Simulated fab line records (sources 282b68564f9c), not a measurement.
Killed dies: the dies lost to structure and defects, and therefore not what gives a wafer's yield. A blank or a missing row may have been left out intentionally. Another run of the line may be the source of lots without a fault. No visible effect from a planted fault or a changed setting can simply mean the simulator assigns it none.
Split-lot study + flow rit cmos + route with 202 steps; 5 lots, 23 wafers read

THE SPLIT
At RIT_PWELL_IMPLANT_08, the setting energy kev was moved away from the recipe's 170 on 6 of the 23 wafers read, by -3.4% to -3.0%. For the rest of the wafers, this setting stayed at what the recipe calls for.

Reading taken at the split's own step.

THE READING
The simulator's own value implant.drp nm, read by no gauge, in nm at RIT_PWELL_IMPLANT_08. The file gives no usual value for it.

| wafer  | tool, chamber at the split | energy kev as run | against the recipe | implant.drp nm, nm | against lot-mates on the recipe |
|--------|----------------------------|-------------------|--------------------|--------------------|---------------------------------|
| L074.1 | implanter-04, 0            | 164.9             | -3.0%              | 101.8              | -1.1                            |
| L074.4 | implanter-04, 0            | 164.9             | -3.0%              | 101.8              | -1.1                            |
| L074.2 | implanter-04, 0            | 170               | recipe             | 102.9              | -                               |
| L074.3 | implanter-04, 0            | 170               | recipe             | 102.9              | -                               |
| L074.6 | implanter-04, 0            | 170               | recipe             | 102.9              | -                               |
| L076.2 | implanter-02, 0            | 170               | recipe             | 102.9              | -                               |
| L076.4 | implanter-02, 0            | 170               | recipe             | 102.9              | -                               |
| L076.6 | implanter-02, 0            | 170               | recipe             | 102.9              | -                               |
| L078.1 | implanter-01, 0            | 170               | recipe             | 102.9              | -                               |
| L078.3 | implanter-01, 0            | 170               | recipe             | 102.9              | -                               |
| L078.4 | implanter-01, 0            | 170               | recipe             | 102.9              | -                               |
| L078.2 | implanter-01, 0            | 164.3             | -3.4%              | 101.7              | -1.2                            |
| L078.5 | implanter-01, 0            | 164.3             | -3.4%              | 101.7              | -1.2                            |
| L079.1 | implanter-02, 0            | 164.6             | -3.2%              | 101.7              | -1.2                            |
| L079.6 | implanter-02, 0            | 164.6             | -3.2%              | 101.7              | -1.2                            |
| L079.2 | implanter-02, 0            | 170               | recipe             | 102.9              | -                               |
| L079.4 | implanter-02, 0            | 170               | recipe             | 102.9              | -                               |
| L079.5 | implanter-02, 0            | 170               | recipe             | 102.9              | -                               |
| L083.1 | implanter-02, 0            | 170               | recipe             | 102.9              | -                               |
| L083.2 | implanter-02, 0            | 170               | recipe             | 102.9              | -                               |
| L083.3 | implanter-02, 0            | 170               | recipe             | 102.9              | -                               |
| L083.4 | implanter-02, 0            | 170               | recipe             | 102.9              | -                               |
| L083.5 | implanter-02, 0            | 170               | recipe             | 102.9              | -                               |

THE FIT
A straight line over all 23 wafers: implant.drp nm changes by +0.367 nm for each +1% of energy kev; r = +1.00; the points scatter about the line by 0.014 nm.
The same after taking each lot's own level away (the mean of its wafers on the recipe; 23 wafers): +0.367 nm for each +1%; r = +1.00; scatter 0.014 nm.
The reading moves by 1.2 nm for the largest change in energy kev, on that fit.
The lots' own levels span 102.90 to 102.90 nm.
Consequently the slope shifts little with the lot-to-lot level, the two slopes agreeing.
Check: with one of the wafers moved furthest among these (-3.4%) left out of the fit, the line predicts -1.24 nm for it against its lot-mates. It came out at -1.2 nm against them.

OTHER SPLITS ON THESE WAFERS
Before the reading, these wafers also passed through other splits. Each is held against what the fit with the lots' levels taken away leaves over:
| other split on the same wafers | wafers away from the commonest value | r with implant.drp nm (lot level and that fit taken away) |
|--------------------------------|--------------------------------------|-----------------------------------------------------------|
| RIT_ACTIVE_CVD_03 temp c       | 10                                   | +0.29                                                     |
| RIT_ACTIVE_HARDBAKE_12 temp c  | 7                                    | +0.07                                                     |

FILE'S OWN FIT
implant.drp nm changes by +0.364 nm for each +1% of energy kev, r = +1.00.
